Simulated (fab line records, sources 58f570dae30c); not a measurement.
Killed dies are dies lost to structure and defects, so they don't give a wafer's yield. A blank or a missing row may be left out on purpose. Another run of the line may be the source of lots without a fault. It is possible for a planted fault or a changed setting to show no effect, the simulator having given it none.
Split-lot trial    flow berkeleyCmos170    route with 331 steps; 5 lots, 23 wafers read

SPLIT DETAILS
At UCB170_SILICIDE_SPUTTER_01 (material Ti, target thk 30 nm, time 25 s), the setting timeS was moved away from the recipe's 25 s on 9 of the 23 wafers read, by -12.8% to +13.1%. This setting was run at the recipe's value on the other wafers.

SPLIT TO READING: what lies between them in the file, 1 step
- UCB170_SILICIDE_RS_MEAS_02: measures by four-point-probe

THE READING
SILICIDE_TI_THK, in nm, at UCB170_SILICIDE_THK_MEAS_03 (measures by xrf). Fault-free wafers of this fab line usually give 29.6 nm, standard deviation 0.34 nm.

wafer   tool, chamber at the split  timeS as run, s  against the recipe  SILICIDE_TI_THK, nm  against lot-mates on the recipe
L074.1  pvdSputter-01, -            25               recipe              29.3                 -
L074.2  pvdSputter-01, -            25               recipe              29.0                 -
L074.3  pvdSputter-01, -            25               recipe              29.3                 -
L074.4  pvdSputter-01, -            26.7             +6.8%               31.0                 +1.8
L074.6  pvdSputter-01, -            26.7             +6.8%               31.5                 +2.3
L075.1  pvdSputter-01, -            28.27            +13.1%              33.7                 +3.7
L075.2  pvdSputter-01, -            25               recipe              30.1                 -
L075.3  pvdSputter-01, -            25               recipe              29.9                 -
L075.4  pvdSputter-01, -            28.27            +13.1%              33.8                 +3.8
L075.5  pvdSputter-01, -            25               recipe              30.1                 -
L076.1  pvdSputter-03, -            21.8             -12.8%              26.0                 -3.8
L076.3  pvdSputter-03, -            25               recipe              29.7                 -
L076.4  pvdSputter-03, -            25               recipe              29.7                 -
L076.5  pvdSputter-03, -            25               recipe              29.9                 -
L076.6  pvdSputter-03, -            21.8             -12.8%              25.9                 -3.9
L082.1  pvdSputter-03, -            25               recipe              29.9                 -
L082.3  pvdSputter-03, -            25               recipe              30.3                 -
L082.5  pvdSputter-03, -            25               recipe              30.2                 -
L083.2  pvdSputter-03, -            22.03            -11.9%              25.8                 -3.4
L083.3  pvdSputter-03, -            22.03            -11.9%              25.7                 -3.6
L083.4  pvdSputter-03, -            25               recipe              29.4                 -
L083.5  pvdSputter-03, -            25               recipe              29.1                 -
L083.6  pvdSputter-03, -            22.03            -11.9%              25.9                 -3.4

FIT RESULTS
A straight line over all 23 wafers: SILICIDE_TI_THK changes by +0.304 nm for each +1% of timeS; r = +0.99; the points scatter about the line by 0.39 nm.
The same after taking each lot's own level away (the mean of its wafers on the recipe; 23 wafers): +0.291 nm for each +1%; r = +1.00; scatter 0.14 nm.
According to that fit, moving timeS by its largest amount changes the reading by 3.8 nm.
Across the lots, their own levels run from 29.20 to 30.13 nm, a range of 2.7 times the standard deviation given above.
So the lot-to-lot level changes the slope little: the two slopes agree.
Check: with one of the wafers moved furthest among these (+13.1%) left out of the fit, the line predicts +3.84 nm for it against its lot-mates. Against them it came out at +3.67 nm.

THE OTHER SPLITS THESE WAFERS WENT THROUGH
Note: prior to the reading, these wafers also went through further splits. Each is held against what the fit with the lots' levels taken away leaves over:
other split on the same wafers       wafers away from the commonest value  r with SILICIDE_TI_THK (lot level and that fit taken away)
UCB170_GATE_PEB_10 pebTempC          9                                     +0.13
UCB170_NLDD_COAT_01 resistThkNm      9                                     +0.10
UCB170_NLDD_PEB_04 pebTempC          11                                    +0.16
UCB170_PSD_EXPOSE_03 doseMj          8                                     +0.08
UCB170_PSD_DEVELOP_05 devTempC       10                                    -0.01
UCB170_NSD_PEB_04 pebTempC           8                                     +0.31
UCB170_BACKSIDE_COAT_01 resistThkNm  6                                     +0.08

THE WHOLE CHAIN: every reading that the file lists as answering this split, in the file's order
step                         what it does                              reading                                                                           change (the file's fit)                r (the file's)
UCB170_SILICIDE_SPUTTER_01   material Ti, target thk 30 nm, time 25 s  Ti_of_SILICIDE_SPUTTER_01.thkNm (the simulator's own value, which no gauge read)  +0.295 nm for each +1% of the setting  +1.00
UCB170_SILICIDE_RS_MEAS_02   measures by four-point-probe              SILICIDE_TI_RS                                                                    -0.313 for each +1% of the setting     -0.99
UCB170_SILICIDE_THK_MEAS_03  measures by xrf                           SILICIDE_TI_THK                                                                   +0.293 for each +1% of the setting     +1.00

THE FILE'S OWN FIT
SILICIDE_TI_THK changes by +0.293 nm for each +1% of timeS, r = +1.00.
